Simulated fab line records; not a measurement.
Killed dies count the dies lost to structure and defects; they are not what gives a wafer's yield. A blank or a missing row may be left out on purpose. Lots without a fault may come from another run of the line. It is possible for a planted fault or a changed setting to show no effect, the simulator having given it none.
Chamber matching :: flow berkeley_cmos170 :: UCB170_SPACER_CVD_00 on pecvd-03: 3 sister chambers
The step deposits SiO2 from TEOS/O2, target thk 376 nm, time 47 s. 6 wafers are shown with their chamber, then 8 later ones without.

## WAFERS PAIRED WITH THEIR CHAMBERS
wafer: L767.2
chamber: 2
susceptor_temp_C (C): 389.92
heater_power_w (W): 245

wafer: L767.3
chamber: 1
susceptor_temp_C (C): 389.84
heater_power_w (W): 279

wafer: L764.1
chamber: 2
susceptor_temp_C (C): 389.85
heater_power_w (W): 237

wafer: L764.2
chamber: 0
susceptor_temp_C (C): 389.70
heater_power_w (W): 247

wafer: L764.3
chamber: 1
susceptor_temp_C (C): 390.20
heater_power_w (W): 285

wafer: L773.3
chamber: 0
susceptor_temp_C (C): 389.96
heater_power_w (W): 228

## WAFERS WHOSE CHAMBER IS MISSING
wafer: L773.4
susceptor_temp_C (C): 389.98
heater_power_w (W): 283

wafer: L773.6
susceptor_temp_C (C): 389.94
heater_power_w (W): 238

wafer: L775.2
susceptor_temp_C (C): 390.22
heater_power_w (W): 258

wafer: L775.4
susceptor_temp_C (C): 390.23
heater_power_w (W): 221

wafer: L775.5
susceptor_temp_C (C): 390.06
heater_power_w (W): 289

wafer: L778.1
susceptor_temp_C (C): 389.87
heater_power_w (W): 286

wafer: L778.2
susceptor_temp_C (C): 389.93
heater_power_w (W): 234

wafer: L778.6
susceptor_temp_C (C): 390.05
heater_power_w (W): 209

## CHAMBER TAKEN BY EACH
wafer: L773.4
from the rows above: 1
in truth: 1

wafer: L773.6
from the rows above: can't be placed: 2 or 0
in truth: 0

wafer: L775.2
from the rows above: can't be placed: 2 or 1 or 0
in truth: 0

wafer: L775.4
from the rows above: can't be placed: 0 or 2
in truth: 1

wafer: L775.5
from the rows above: 1
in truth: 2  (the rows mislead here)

wafer: L778.1
from the rows above: 1
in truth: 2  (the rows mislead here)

wafer: L778.2
from the rows above: can't be placed: 0 or 2
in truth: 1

wafer: L778.6
from the rows above: can't be placed: 0 or 2
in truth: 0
Correctly placed: 1 of 8. Not placeable from these rows: 5 (in 3, the candidates include the true chamber). Placed wrongly: 2.
How it was worked out, from the rows above alone: a wafer's distance from a chamber is the root of the sum, over the readings, of the square of ((its reading less the chamber's mean) divided by the reading's scatter). If the next closest chamber is less than 2 further off than the closest, the wafer can't be placed; otherwise it belongs to the closest. The mean given for a chamber averages the wafers shown for that chamber. How the scatter is found: for the shown wafers, subtract from each reading the mean of its chamber, square and add these, divide the total by (wafers less chambers), then take the root.
